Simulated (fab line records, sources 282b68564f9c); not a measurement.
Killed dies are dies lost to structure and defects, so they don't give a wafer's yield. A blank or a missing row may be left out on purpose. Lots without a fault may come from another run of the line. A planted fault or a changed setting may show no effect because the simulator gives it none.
A struck lot beside a sound one | flow rit_cmos | 15 steps out of a route of 202
Sound: wafers L289.1, L289.2, L289.5. Struck: wafers L301.1, L301.5, L301.6. The cause comes at the end.
At each step with rows: each side's tool, then ch and its chambers, then its first start. Under that, the readings that differ: sound wafers | struck wafers | difference of the means | sigmas: that difference in standard deviations of wafers without a fault.
alike: readings whose means differ by less than 2 such deviations, and words and numbers that are the same on both sides. not compared: withheld readings, readings that some wafer has no value for, bounds like >300 that may hide the same value, and numbers for which the record gives no deviation and whose values overlap.
The two part at a step that has a row with sigmas, a row that says differs or no value, or rows on one side only. Numbers that don't overlap but have no deviation are shown without sigmas and don't part them. A reading that every wafer of one side lacks parts them only if that side has two wafers or more.

first, 4 steps without rows for these wafers: RIT_GATE_SOFTBAKE_12 (time 60 s); RIT_GATE_EXPOSE_13 (exposes mask M6, target cd 150 nm); RIT_GATE_PEB_14; RIT_GATE_DEVELOP_15 (develop time 50 s).
RIT_GATE_CD_MEAS_16: target cd 150 nm.
  sound on cd_sem-02, day 3 02:58; struck on cd_sem-01, day 5 10:37
  alike: cd_nm
RIT_GATE_OVL_MEAS_17:
  sound on overlay-01, day 3 03:05; struck on overlay-02, day 5 10:44
  alike: GATE_OVL
then, 1 step without rows for these wafers: RIT_GATE_HARDBAKE_18 (time 60 s).
RIT_GATE_ETCH_19: etches poly-Si in SF6/CHF3/O2, stops on SiO2, time 165 s, target depth 312.5 nm.
  sound on rie_si-02 ch 1,2, day 3 03:16; struck on rie_si-02 ch 0,2,3, day 5 10:55
  alike: drypump_motor_current_A, oes_product_au, throttle_valve_pct
  not compared: rf_hours_counter_h
RIT_GATE_STRIP_20: strips in O2, time 180 s.
  sound on plasma_asher-01 ch 0,1, day 3 03:22; struck on plasma_asher-04 ch 0,1, day 5 11:02
  reading                     | sound       | struck      | difference | sigmas
  drypump_motor_current_A (A) | 6.4 6.6 6.6 | 5.7 5.4 5.8 | -0.9       | -2
  not compared: rf_hours_counter_h
RIT_GATE_CD_MEAS_90: target cd 150 nm.
  sound on cd_sem-01, day 3 03:33; struck on cd_sem-02, day 5 11:13
  alike: cd_nm
then, 2 steps without rows for these wafers: RIT_REOX_CLEAN_00 (cleans in SC1, time 600 s); RIT_REOX_CLEAN_01 (cleans in dHF, time 30 s).
RIT_REOX_CLEAN_02: cleans in SC2, time 600 s.
  sound on wet_bench-04 ch 2, day 3 03:52; struck on wet_bench-04 ch 3, day 5 11:31
  reading          | sound       | struck      | difference | sigmas
  run_length_s (s) | 624 624 624 | 575 575 575 | -49        | -12
then, 1 step without rows for these wafers: RIT_REOX_OXIDATION_03 (target thk 25.2 nm, ox time 5580 s).
RIT_M1_PROBE_99:
  sound on prober-01, day 3 23:41; struck on prober-02, day 6 08:07
  alike: killed_at_front_end, killed_dies, killed_open, killed_short

WHERE THEY PART
First at RIT_GATE_STRIP_20; last, within this record, at RIT_REOX_CLEAN_02. Later steps at which nothing parts them and some readings are alike: RIT_M1_PROBE_99.

WHY: what the simulator had put in
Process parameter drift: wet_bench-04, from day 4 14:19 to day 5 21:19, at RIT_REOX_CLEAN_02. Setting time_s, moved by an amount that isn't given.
